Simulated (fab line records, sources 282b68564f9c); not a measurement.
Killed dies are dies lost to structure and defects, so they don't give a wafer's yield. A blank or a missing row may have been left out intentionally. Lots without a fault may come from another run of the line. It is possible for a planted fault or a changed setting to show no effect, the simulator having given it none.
fab line records | flow rit-cmos
record lots=6 | wafers=18 | last-day=7
route steps=202 shown NWELL@35 PWELL@39 WELLDRIVE@50 NRETRO@53 M1@202
lots that met no fault: taken from a fault-free run of the same line
start-h: start of the lot's first displayed wafer, in hours after the record's first day | wait-h: hours from the lot's prior step to this one | " the same as in the row above | L1.1+2: a row that stands for several wafers | - value missing, or start not given | * or withheld: withheld | < > ~ a bound
route shown NAME@n: names a module that has steps shown in the file, with the first one's number in the route | usual: mean/standard deviation of fault-free wafers | same: alike in all rows | chamber/n: place in a boat | sites: per-site readings | _std_site: the values' standard deviation | _edge_site: outer sites' mean less inner sites' | radius-mm: how far each site lies from the wafer's centre | mask NAME#n: copy n | behind: the last tool/chamber to shape the wafer | hold: why the lot went on hold/how many hours it stayed there/how the hold came to an end | device: names the non-switching transistor (n, p or np) | end of line: tests of these same wafers at the route's end | a step without rows: its recipe alone | killed: the dies lost at the first sort to structure and to defects; this is not the yield of the wafer | map: a wafer's dies, marking killed ones x, the rest . and places with no die _
set.NAME: setting as actually run; set.NAME@STEP: the setting as run at that earlier step | model.NAME: the simulator's own value behind a step, which no gauge read
lots at selected steps of the route; one table per step, one row per wafer
services: when a tool's chamber went out of use (start-h, in hours from the record's first day, below 0 if earlier), for how many hours, and the reason
## steps
# step RIT_NWELL_HARDBAKE_07
# recipe resist=NOVOLAK | temp-c=140 | time-s=120
# step RIT_NWELL_IMPLANT_08
# recipe species=P | energy-kev=170 | dose-cm2=5e+13 | tilt-deg=7
# step RIT_NWELL_STRIP_09
# recipe chemistry=O2 | time-s=180 | resist=NOVOLAK | platen-temp-c=withheld | power-w=500 | pressure-mtorr=4000 | o2-flow-sccm=4000
# usual drypump-motor-current-A=6.0/0.59
lot.wafer | tool            | chamber | start-h | wait-h | drypump-motor-current-A | rf-hours-counter-h
L131.1    | plasma-asher-01 | 0       | 21.06   | 0.1    | 6.1                     | 35
L131.2    | "               | 1       | "       | "      | 6.0                     | 35
L131.6    | "               | 1       | "       | "      | 6.0                     | -
L136.2    | plasma-asher-01 | 0       | 47.25   | 0.1    | 6.1                     | 38
L136.4    | "               | 1       | "       | "      | 6.0                     | -
L136.5    | "               | 1       | "       | "      | 6.0                     | -
L140.1    | plasma-asher-04 | 1       | 65.76   | 0.1    | 6.6                     | 28
L140.2    | "               | 0       | "       | "      | 5.9                     | 28
L140.6    | "               | 0       | "       | "      | 5.9                     | -
L143.1    | plasma-asher-02 | 0       | 80.80   | 0.1    | 6.8                     | 40
L143.4    | "               | 0       | "       | "      | 6.8                     | -
L143.5    | "               | 0       | "       | "      | 6.8                     | -
L146.4    | plasma-asher-01 | 0       | 98.03   | 0.1    | 6.1                     | -
L146.5    | "               | 1       | "       | "      | 6.0                     | -
L146.6    | "               | 0       | "       | "      | 6.1                     | -
L151.2    | plasma-asher-02 | 1       | 121.62  | 0.1    | 5.0                     | 45
L151.4    | "               | 1       | "       | "      | 4.9                     | -
L151.6    | "               | 0       | "       | "      | 6.7                     | -
# step RIT_NWELL_TW_MEAS_10
# usual NWELL_TW=2144/20
lot.wafer | tool          | chamber | start-h | wait-h | NWELL_TW
L131.1    | film-metro-04 | -       | 21.23   | 0.1    | 2182
L131.2    | "             | -       | "       | "      | 2183
L131.6    | "             | -       | "       | "      | 2183
L136.2    | film-metro-02 | -       | 47.44   | 0.1    | 2123
L136.4    | "             | -       | "       | "      | 2129
L136.5    | "             | -       | "       | "      | 2123
L140.1    | film-metro-04 | -       | 65.93   | 0.1    | 2173
L140.2    | "             | -       | "       | "      | 2173
L140.6    | "             | -       | "       | "      | 2155
L143.1    | film-metro-02 | -       | 80.97   | 0.1    | 2129
L143.4    | "             | -       | "       | "      | 2126
L143.5    | "             | -       | "       | "      | 2130
L146.4    | film-metro-04 | -       | 98.18   | 0.1    | 2140
L146.5    | "             | -       | "       | "      | 2135
L146.6    | "             | -       | "       | "      | 2128
L151.2    | film-metro-02 | -       | 121.81  | 0.1    | 2115
L151.4    | "             | -       | "       | "      | 2143
L151.6    | "             | -       | "       | "      | 2141
# step RIT_PWELL_HMDS_00
# recipe prime-time-s=60 | prime-temp-c=140
# step RIT_PWELL_COAT_01
# recipe resist=NOVOLAK | spin-rpm=2000 | resist-thk-nm=1300
# step RIT_PWELL_SOFTBAKE_02
# recipe resist=NOVOLAK | temp-c=90 | time-s=60
# step RIT_PWELL_EXPOSE_03
# recipe mask-id=M3 | na=0.57 | target-cd-nm=43700 | dose-mj=250
# step RIT_PWELL_PEB_04
# recipe resist=NOVOLAK | temp-c=withheld | time-s=withheld
# step RIT_PWELL_DEVELOP_05
# recipe resist=NOVOLAK | develop-time-s=68 | dev-temp-c=23
# step RIT_PWELL_OVL_MEAS_06
# usual PWELL_OVL=-1.0/1.5
lot.wafer | tool       | chamber | start-h | wait-h | PWELL_OVL[nm]
L131.1    | overlay-01 | -       | 22.36   | -      | -2.3
L131.2    | "          | -       | "       | "      | -2.1
L131.6    | "          | -       | "       | "      | -2.8
L136.2    | overlay-01 | -       | 48.63   | -      | 0.6
L136.4    | "          | -       | "       | "      | -0.8
L136.5    | "          | -       | "       | "      | 0.3
L140.1    | overlay-02 | -       | 67.00   | -      | -1.4
L140.2    | "          | -       | "       | "      | -1.3
L140.6    | "          | -       | "       | "      | -1.9
L143.1    | overlay-01 | -       | 82.06   | -      | -0.9
L143.4    | "          | -       | "       | "      | 0.0
L143.5    | "          | -       | "       | "      | 0.8
L146.4    | overlay-01 | -       | 99.18   | -      | 1.5
L146.5    | "          | -       | "       | "      | 0.9
L146.6    | "          | -       | "       | "      | -1.7
L151.2    | overlay-01 | -       | 122.74  | -      | -0.6
L151.4    | "          | -       | "       | "      | 0.0
L151.6    | "          | -       | "       | "      | 1.6
# step RIT_PWELL_HARDBAKE_07
# recipe resist=NOVOLAK | temp-c=140 | time-s=120
# step RIT_PWELL_IMPLANT_08
# recipe species=B | energy-kev=170 | dose-cm2=7e+13 | tilt-deg=7
# usual dose-ions-cm2=6.999e+13/7e+10 | faraday-current-uA=222/4.3
lot.wafer | tool         | chamber | start-h | wait-h | dose-ions-cm2 | faraday-current-uA
L131.1    | implanter-01 | 0       | 22.65   | 0.2    | 7.001e+13     | 225
L131.2    | "            | 0       | "       | "      | 7.008e+13     | 226
L131.6    | "            | 0       | "       | "      | 6.999e+13     | 224
L136.2    | implanter-03 | 0       | 48.99   | 0.2    | 7.004e+13     | 225
L136.4    | "            | 0       | "       | "      | 6.995e+13     | 219
L136.5    | "            | 0       | "       | "      | 6.995e+13     | 223
L140.1    | implanter-03 | 0       | 67.28   | 0.2    | 1.2246e+14    | 387
L140.2    | "            | 0       | "       | "      | 1.224e+14     | 389
L140.6    | "            | 0       | "       | "      | 1.2243e+14    | 376
L143.1    | implanter-03 | 0       | 82.35   | 0.2    | 1.2244e+14    | 394
L143.4    | "            | 0       | "       | "      | 1.2248e+14    | 389
L143.5    | "            | 0       | "       | "      | 1.2245e+14    | 390
L146.4    | implanter-01 | 0       | 99.52   | 0.2    | 6.995e+13     | 226
L146.5    | "            | 0       | "       | "      | 6.997e+13     | 227
L146.6    | "            | 0       | "       | "      | 7.003e+13     | 214
L151.2    | implanter-04 | 0       | 123.05  | 0.2    | 7.003e+13     | 216
L151.4    | "            | 0       | "       | "      | 7.01e+13      | 230
L151.6    | "            | 0       | "       | "      | 7.013e+13     | 229
# step RIT_PWELL_STRIP_09
# recipe chemistry=O2 | time-s=180 | resist=NOVOLAK | platen-temp-c=withheld | power-w=500 | pressure-mtorr=4000 | o2-flow-sccm=4000
# usual drypump-motor-current-A=6.11/0.27
lot.wafer | tool            | chamber | start-h | wait-h | drypump-motor-current-A | rf-hours-counter-h
L131.1    | plasma-asher-03 | 1       | 22.80   | 0.1    | 5.78                    | 41
L131.2    | "               | 0       | "       | "      | 6.35                    | 41
L131.6    | "               | 0       | "       | "      | 6.35                    | -
L136.2    | plasma-asher-03 | 0       | 49.12   | 0.1    | 6.36                    | 43
L136.4    | "               | 0       | "       | "      | 6.38                    | -
L136.5    | "               | 1       | "       | "      | 5.77                    | -
L140.1    | plasma-asher-04 | 1       | 67.43   | 0.1    | 6.63                    | 28
L140.2    | "               | 0       | "       | "      | 5.89                    | 28
L140.6    | "               | 0       | "       | "      | 5.90                    | -
L143.1    | plasma-asher-01 | 1       | 82.50   | 0.1    | 6.01                    | 42
L143.4    | "               | 1       | "       | "      | 6.04                    | -
L143.5    | "               | 1       | "       | "      | 6.03                    | -
L146.4    | plasma-asher-03 | 0       | 99.66   | 0.1    | 6.33                    | -
L146.5    | "               | 0       | "       | "      | 6.32                    | -
L146.6    | "               | 1       | "       | "      | 5.77                    | -
L151.2    | plasma-asher-03 | 1       | 123.17  | 0.1    | 5.80                    | 1
L151.4    | "               | 0       | "       | "      | 6.34                    | -
L151.6    | "               | 1       | "       | "      | 5.77                    | -
# step RIT_PWELL_TW_MEAS_10
# usual PWELL_TW=957/8.5
lot.wafer | tool          | chamber | start-h | wait-h | PWELL_TW
L131.1    | film-metro-01 | -       | 22.97   | 0.1    | 959
L131.2    | "             | -       | "       | "      | 963
L131.6    | "             | -       | "       | "      | 962
L136.2    | film-metro-04 | -       | 49.30   | 0.1    | 964
L136.4    | "             | -       | "       | "      | 966
L136.5    | "             | -       | "       | "      | 961
L140.1    | film-metro-04 | -       | 67.61   | 0.1    | 1150
L140.2    | "             | -       | "       | "      | 1156
L140.6    | "             | -       | "       | "      | 1157
L143.1    | film-metro-01 | -       | 82.67   | 0.1    | 1147
L143.4    | "             | -       | "       | "      | 1143
L143.5    | "             | -       | "       | "      | 1149
L146.4    | film-metro-04 | -       | 99.80   | 0.1    | 946
L146.5    | "             | -       | "       | "      | 947
L146.6    | "             | -       | "       | "      | 948
L151.2    | film-metro-01 | -       | 123.36  | 0.1    | 963
L151.4    | "             | -       | "       | "      | 961
L151.6    | "             | -       | "       | "      | 959
# step RIT_WELLDRIVE_ANNEAL_00
# recipe temp-c=1100 | time-s=14700 | ambient=N2
# step RIT_WELLDRIVE_RS_MEAS_01
# recipe thk-meas-gauge=four-point-probe
# usual NWELL_RS=275.5/0.82
lot.wafer | tool          | chamber | start-h | wait-h | NWELL_RS[ohm/sq]
L131.1    | film-metro-04 | -       | 28.58   | 0.0    | 276.7
L131.2    | "             | -       | "       | "      | 276.8
L131.6    | "             | -       | "       | "      | 276.7
L136.2    | film-metro-02 | -       | 54.46   | 0.0    | 275.4
L136.4    | "             | -       | "       | "      | 275.6
L136.5    | "             | -       | "       | "      | 274.8
L140.1    | film-metro-04 | -       | 72.75   | 0.0    | 275.1
L140.2    | "             | -       | "       | "      | 275.0
L140.6    | "             | -       | "       | "      | 275.2
L143.1    | film-metro-02 | -       | 87.87   | 0.0    | 276.1
L143.4    | "             | -       | "       | "      | 275.6
L143.5    | "             | -       | "       | "      | 276.4
L146.4    | film-metro-01 | -       | 104.98  | 0.1    | 276.9
L146.5    | "             | -       | "       | "      | 277.0
L146.6    | "             | -       | "       | "      | 276.7
L151.2    | film-metro-01 | -       | 128.51  | 0.0    | 274.5
L151.4    | "             | -       | "       | "      | 274.0
L151.6    | "             | -       | "       | "      | 273.6
# step RIT_WELLDRIVE_RS_MEAS_02
# recipe thk-meas-gauge=four-point-probe
# usual PWELL_RS=429.6/1.2
lot.wafer | tool          | chamber | start-h | wait-h | PWELL_RS[ohm/sq]
L131.1    | film-metro-04 | -       | 28.70   | 0.1    | 429.1
L131.2    | "             | -       | "       | "      | 427.2
L131.6    | "             | -       | "       | "      | 428.0
L136.2    | film-metro-02 | -       | 54.58   | 0.1    | 429.4
L136.4    | "             | -       | "       | "      | 428.8
L136.5    | "             | -       | "       | "      | 429.5
L140.1    | film-metro-04 | -       | 72.87   | 0.1    | 304.7
L140.2    | "             | -       | "       | "      | 304.5
L140.6    | "             | -       | "       | "      | 304.7
L143.1    | film-metro-02 | -       | 87.99   | 0.1    | 304.5
L143.4    | "             | -       | "       | "      | 304.8
L143.5    | "             | -       | "       | "      | 305.2
L146.4    | film-metro-01 | -       | 105.10  | 0.1    | 430.9
L146.5    | "             | -       | "       | "      | 431.7
L146.6    | "             | -       | "       | "      | 431.3
L151.2    | film-metro-01 | -       | 128.63  | 0.1    | 430.2
L151.4    | "             | -       | "       | "      | 430.1
L151.6    | "             | -       | "       | "      | 429.7
# step RIT_NRETRO_HMDS_00
# recipe prime-time-s=60 | prime-temp-c=140
# step RIT_M1_PROBE_99
# usual killed-at-contacts=0.1/0.28 | killed-at-front-end=6.5/3 | killed-dies=7/3 | killed-on-rim=1.8/1.5 | killed-open=3.2/2 | killed-short=3.2/1.9
# same gross-dies=264 | killed_at_M0_to_M3=0 | killed_at_M4_up=0 | killed-at-back-side=0 | killed-at-other=0
lot.wafer | tool      | chamber | start-h | wait-h | killed-at-contacts | killed-at-front-end | killed-dies | killed-on-rim | killed-open | killed-short | model.etest.nmos_0p3.r-on-ohm-um | model.etest.nmos_0p15.r-on-ohm-um | model.etest.pwell-pinched.rs-ohm-sq | model.etest.nmos-turned.drive-ua-um | model.etest.nmos_0p15.drive-ua-um | model.etest.pwell.rs-ohm-sq | model.etest.nmos_0p3.drive-ua-um | model.etest.nmos-narrow.drive-ua-um
L131.1    | prober-01 | -       | 58.82   | 0.1    | 0                  | 4                   | 4           | 0             | 3           | 1            | 2234                             | 1151                              | 458.7                               | 316.8                               | 452.2                             | 409.3                       | 210.2                            | 212.3
L131.2    | prober-01 | -       | 58.87   | 0.1    | 0                  | 6                   | 6           | 3             | 2           | 4            | 2212                             | 1142                              | 452.7                               | 320.8                               | 457.7                             | 405.6                       | 215.4                            | 218.5
L131.6    | prober-01 | -       | 59.07   | 0.2    | 0                  | 7                   | 7           | 4             | 3           | 4            | 2174                             | 1097                              | 455.2                               | 332                                 | 472.5                             | 410.2                       | 216.5                            | 218.3
L136.2    | prober-02 | -       | 82.96   | 0.1    | 0                  | 4                   | 4           | 2             | 1           | 3            | 2249                             | 1192                              | 458.1                               | 313.3                               | 440.1                             | 413.7                       | 212.7                            | 211.8
L136.4    | prober-02 | -       | 83.06   | 0.2    | 0                  | 6                   | 6           | 1             | 2           | 4            | 2246                             | 1191                              | 467.6                               | 319.4                               | 448.2                             | 417.7                       | 216.4                            | 215.2
L136.5    | prober-02 | -       | 83.11   | 0.2    | 0                  | 5                   | 5           | 0             | 2           | 3            | 2272                             | 1196                              | 463.3                               | 320                                 | 448.2                             | 411.9                       | 213                              | 212.8
L140.1    | prober-02 | -       | 101.71  | 0.1    | 0                  | 7                   | 7           | 2             | 1           | 6            | 2767                             | 1336                              | 321.3                               | 213.7                               | 350.2                             | 293.8                       | 145.6                            | 141
L140.2    | prober-02 | -       | 101.76  | 0.1    | 0                  | 7                   | 7           | 1             | 3           | 4            | 2751                             | 1291                              | 315.7                               | 202.9                               | 346.7                             | 296.6                       | 142.1                            | 138
L140.6    | prober-02 | -       | 101.96  | 0.2    | 0                  | 4                   | 4           | 0             | 0           | 4            | 2738                             | 1314                              | 320.4                               | 210.2                               | 362.6                             | 292.9                       | 146.5                            | 143.9
L143.1    | prober-01 | -       | 116.68  | 0.1    | 0                  | 9                   | 9           | 2             | 5           | 4            | 2724                             | 1328                              | 314.5                               | 205.6                               | 343.4                             | 289.8                       | 146.9                            | 143.9
L143.4    | prober-01 | -       | 116.83  | 0.2    | 0                  | 5                   | 5           | 2             | 3           | 2            | 2717                             | 1332                              | 316.2                               | 208                                 | 341.5                             | 289.2                       | 149.5                            | 151
L143.5    | prober-01 | -       | 116.88  | 0.2    | 0                  | 4                   | 4           | 2             | 3           | 1            | 2736                             | 1338                              | 318.9                               | 205.1                               | 340.7                             | 289.4                       | 149.2                            | 146.9
L146.4    | prober-02 | -       | 134.07  | 0.2    | 0                  | 4                   | 4           | 1             | 3           | 1            | 2233                             | 1159                              | 458.6                               | 292.9                               | 440                               | 417.2                       | 213.4                            | 207.3
L146.5    | prober-02 | -       | 134.12  | 0.2    | 0                  | 9                   | 9           | 1             | 4           | 3            | 2239                             | 1175                              | 466.9                               | 298.3                               | 443.1                             | 421.8                       | 215.3                            | 210.6
L146.6    | prober-02 | -       | 134.17  | 0.2    | 0                  | 4                   | 4           | 0             | 0           | 4            | 2219                             | 1121                              | 458.1                               | 307.6                               | 453.4                             | 419.2                       | 214.9                            | 215.5
L151.2    | prober-01 | -       | 160.11  | 0.1    | 0                  | 3                   | 3           | 0             | 0           | 3            | 2094                             | 1122                              | 458.9                               | 330.3                               | 485.4                             | 419.9                       | 236.4                            | 241.8
L151.4    | prober-01 | -       | 160.21  | 0.2    | 1                  | 4                   | 5           | 2             | 0           | 5            | 2169                             | 1174                              | 463.7                               | 319.9                               | 471.1                             | 420.7                       | 233.1                            | 240.3
L151.6    | prober-01 | -       | 160.31  | 0.2    | 0                  | 10                  | 10          | 4             | 7           | 3            | 2138                             | 1129                              | 463.5                               | 321                                 | 471                               | 419.8                       | 231.9                            | 237.6
# killed by level:class
L131.1 SILICIDE:geometric-particle:open=2 REOX:geometric-particle:short=1 SPACER:geometric-particle:open=1
L131.2 SILICIDE:geometric-particle:short=2 FOX1:geometric-particle:short=1 GATE:geometric-particle:short=1 SPACER:geometric-particle:open=1 SILICIDE:geometric-particle:open=1
L131.6 FOX2:geometric-particle:short=3 FOX1:geometric-particle:open=1 FOX1:geometric-particle:short=1 FOX2:geometric-particle:open=1 GATE:geometric-particle:open=1
L136.2 FOX2:geometric-particle:short=1 GATE:geometric-particle:open=1 GATE:geometric-particle:short=1 SILICIDE:geometric-particle:short=1
L136.4 GATE:geometric-particle:short=3 FOX1:geometric-particle:open=1 GATE:geometric-particle:open=1 REOX:geometric-particle:short=1
L136.5 GATE:geometric-particle:short=2 FOX1:geometric-particle:open=1 GATE:geometric-particle:open=1 SILICIDE:geometric-particle:short=1
L140.1 FOX1:geometric-particle:short=2 SILICIDE:geometric-particle:short=2 GATE:geometric-particle:short=1 SPACER:geometric-particle:short=1 SILICIDE:geometric-particle:open=1
L140.2 SPACER:geometric-particle:open=2 SILICIDE:geometric-particle:short=2 GATE:geometric-particle:short=1 REOX:geometric-particle:open=1 REOX:geometric-particle:short=1
L140.6 FOX1:geometric-particle:short=1 GATE:geometric-particle:short=1 SPACER:geometric-particle:short=1 SILICIDE:geometric-particle:short=1
L143.1 REOX:geometric-particle:open=3 REOX:geometric-particle:short=2 GATE:geometric-particle:open=1 GATE:geometric-particle:short=1 SPACER:geometric-particle:open=1 SPACER:geometric-particle:short=1
L143.4 GATE:geometric-particle:short=2 GATE:geometric-particle:open=1 REOX:geometric-particle:open=1 SPACER:geometric-particle:open=1
L143.5 GATE:geometric-particle:short=1 GATE:geometric-particle:open=1 REOX:geometric-particle:open=1 SILICIDE:geometric-particle:open=1
L146.4 GATE:geometric-particle:open=2 FOX2:geometric-particle:open=1 GATE:geometric-particle:short=1
L146.5 GATE:geometric-particle:short=2 SILICIDE:geometric-particle:open=2 NSD:coat-microbubble-printed=2 FOX1:geometric-particle:open=1 GATE:geometric-particle:open=1 SPACER:geometric-particle:short=1
L146.6 GATE:geometric-particle:short=2 SPACER:geometric-particle:short=1 SILICIDE:geometric-particle:short=1
L151.2 REOX:geometric-particle:short=2 FOX1:geometric-particle:short=1
L151.4 GATE:geometric-particle:short=2 FOX1:geometric-particle:short=1 SPACER:geometric-particle:short=1 CONTACT:geometric-particle:short=1
L151.6 GATE:geometric-particle:open=3 FOX1:geometric-particle:open=2 GATE:geometric-particle:short=2 SPACER:geometric-particle:open=2 SPACER:geometric-particle:short=1
## services
tool            | chamber | start-h | hours | kind
implanter-04    | -       | 27.00   | 2.8   | repair
implanter-04    | -       | 37.16   | 0.6   | repair
implanter-03    | -       | 41.97   | 2.5   | repair
implanter-04    | -       | 47.88   | 2.1   | pm
plasma-asher-02 | -       | 50.39   | 3.1   | repair
plasma-asher-04 | -       | 78.37   | 17.6  | repair
implanter-01    | -       | 104.28  | 4.5   | repair
implanter-04    | -       | 106.25  | 1.9   | repair
plasma-asher-03 | -       | 108.75  | 9.0   | pm
plasma-asher-03 | 0       | 108.75  | 9.0   | vent-cycle
plasma-asher-03 | 1       | 108.75  | 9.0   | vent-cycle
plasma-asher-02 | -       | 111.69  | 0.8   | repair
implanter-03    | -       | 113.44  | 3.2   | repair
implanter-01    | -       | 115.99  | 44.0  | pm
plasma-asher-03 | 0       | 117.75  | -     | clean
plasma-asher-03 | 1       | 117.75  | -     | clean
plasma-asher-01 | -       | 122.12  | 4.2   | pm
## key
first-sign step=RIT_PWELL_IMPLANT_08 | reading=dose-ions-cm2 | direction=up | sigmas=99+ | usual=6.999e+13 | struck=1.2244e+14
effect step=RIT_PWELL_IMPLANT_08 | reading=faraday-current-uA | direction=up | sigmas=38 | usual=222 | struck=387
effect step=RIT_PWELL_TW_MEAS_10 | reading=PWELL_TW | direction=up | sigmas=23 | usual=957 | struck=1150
effect step=RIT_WELLDRIVE_RS_MEAS_02 | reading=PWELL_RS | direction=down | sigmas=99+ | usual=429.6 | struck=304.7
model-effect step=RIT_M1_PROBE_99 | value=etest.nmos_0p3.r-on-ohm-um | without=2149 | struck=2739
met-at RIT_PWELL_IMPLANT_08
struck-wafers L140.1,L140.2,L140.6,L143.1,L143.4,L143.5
tester-left-out L140,L143
onset-between 48.99 67.28
fault kind=process-parameter-drift | tool=implanter-03 | chamber=- | onset-h=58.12 | steps=RIT_PWELL_IMPLANT_08 | channel=dose-cm2 | offset=5.2401e+13 | shape=step | end-h=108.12 | acts-in=these-recipes-only | stated=7e+13
# tester-left-out: of these lots the tester's yield and bins aren't shown, on N5 and GAA mostly nor the transistor test; their killed dies are dies lost to structure and defects alone, not to doping, threshold or leakage, so they don't give the yield
